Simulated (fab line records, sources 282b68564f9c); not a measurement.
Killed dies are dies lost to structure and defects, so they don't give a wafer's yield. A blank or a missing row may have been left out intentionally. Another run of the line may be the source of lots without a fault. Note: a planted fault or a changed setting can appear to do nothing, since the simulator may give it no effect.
Which tool is to blame?	flow rit-cmos	13 lots with 39 wafers sampled at 2 steps, on a route of 202 steps

== WHAT THE GAUGES READ, wafer by wafer ==
Not one reading of a measure or inspect step in the record can be checked against a usual standard deviation.

== EACH LOT AND THE TOOL THAT RAN IT (in order: tool; ch and the chambers of the sampled wafers; start) ==
lot	RIT_ACTIVE_ETCH_13	RIT_M1_PROBE_99
L687	rie-diel-03 ch 0,1,3, day 2 01:28	-
L688	rie-diel-01 ch 0,1, day 2 01:46	-
L690	rie-diel-03 ch 0,1,3, day 2 12:17	-
L692	rie-diel-01 ch 1,2, day 2 21:47	-
L693	rie-diel-04 ch 1,2, day 3 01:54	-
L695	rie-diel-04 ch 0,1,2, day 3 12:36	prober-01, day 5 11:35
L696	rie-diel-04 ch 0,1,2, day 3 17:04	-
L697	rie-diel-03 ch 0,2,3, day 4 01:19	-
L699	rie-diel-04 ch 0,1,3, day 4 08:33	-
L700	rie-diel-01 ch 1,2,3, day 4 13:43	-
L702	rie-diel-01 ch 0,1, day 4 23:43	-
L707	rie-diel-01 ch 0,2,3, day 6 00:26	-
L708	rie-diel-01 ch 0,3, day 6 04:44	-
- RIT_ACTIVE_ETCH_13: etches Si3N4 in SF6, stops on SiO2, time 210 s, target depth 210 nm.
- RIT_M1_PROBE_99

== AS READ BY THE TOOLS THEMSELVES (means over the sampled wafers that have a number; for cases with no such wafer, the mark the record gives instead) ==
RIT_ACTIVE_ETCH_13.
lot	tool	drypump-motor-current-A (A)	oes-product-au (a.u.)	rf-fwd-power-W (W)	throttle-valve-pct (%)
L687	rie-diel-03	5.47	0.825	124.8	7.48
L688	rie-diel-01	5.50	0.797	124.1	7.36
L690	rie-diel-03	5.46	0.836	124.4	7.49
L692	rie-diel-01	5.42	0.806	124.5	7.40
L693	rie-diel-04	5.64	0.813	124.8	7.57
L695	rie-diel-04	5.67	0.826	124.6	7.54
L696	rie-diel-04	5.70	0.818	124.4	7.53
L697	rie-diel-03	5.39	0.830	124.5	7.54
L699	rie-diel-04	5.59	0.819	124.6	7.51
L700	rie-diel-01	5.35	0.806	124.6	7.47
L702	rie-diel-01	5.79	0.809	124.6	7.42
L707	rie-diel-01	5.61	0.814	124.5	7.52
L708	rie-diel-01	5.79	0.824	124.9	7.53

RIT_M1_PROBE_99.
lot	tool	killed_at_M0_to_M3	killed-at-contacts	killed-at-front-end	killed-dies	killed-open	killed-short
L695	prober-01	0.0	0.0	7	7	3.3	3.7

== THE ANSWER, worked out from the rows above alone ==
Rule: what is usual is taken from the lots themselves. Put in order of their means at a reading, lots are off if they are a third of the lots or fewer, leave a main group of 4 or more, and stand apart from it by a gap of 3 or more times the standard deviation of the main group's means; of several such gaps the widest counts. Not used: any main group whose means are identical at the precision the tables above print for the reading. Also off: a lot with no number at a reading for which 4 or more lots have one. Any other lot the step has rows for is counted as sound. Order of review: gauges by route order, followed by the tools' own readings, for which a lot's mean as printed above is used. At the first step where some lot is off, the reading lying furthest off is the one used; lots without a number count as furthest.
No lot is off on any of the readings shown, so nothing can be concluded from this.

== WHAT THE SIMULATOR HAD INSERTED ==
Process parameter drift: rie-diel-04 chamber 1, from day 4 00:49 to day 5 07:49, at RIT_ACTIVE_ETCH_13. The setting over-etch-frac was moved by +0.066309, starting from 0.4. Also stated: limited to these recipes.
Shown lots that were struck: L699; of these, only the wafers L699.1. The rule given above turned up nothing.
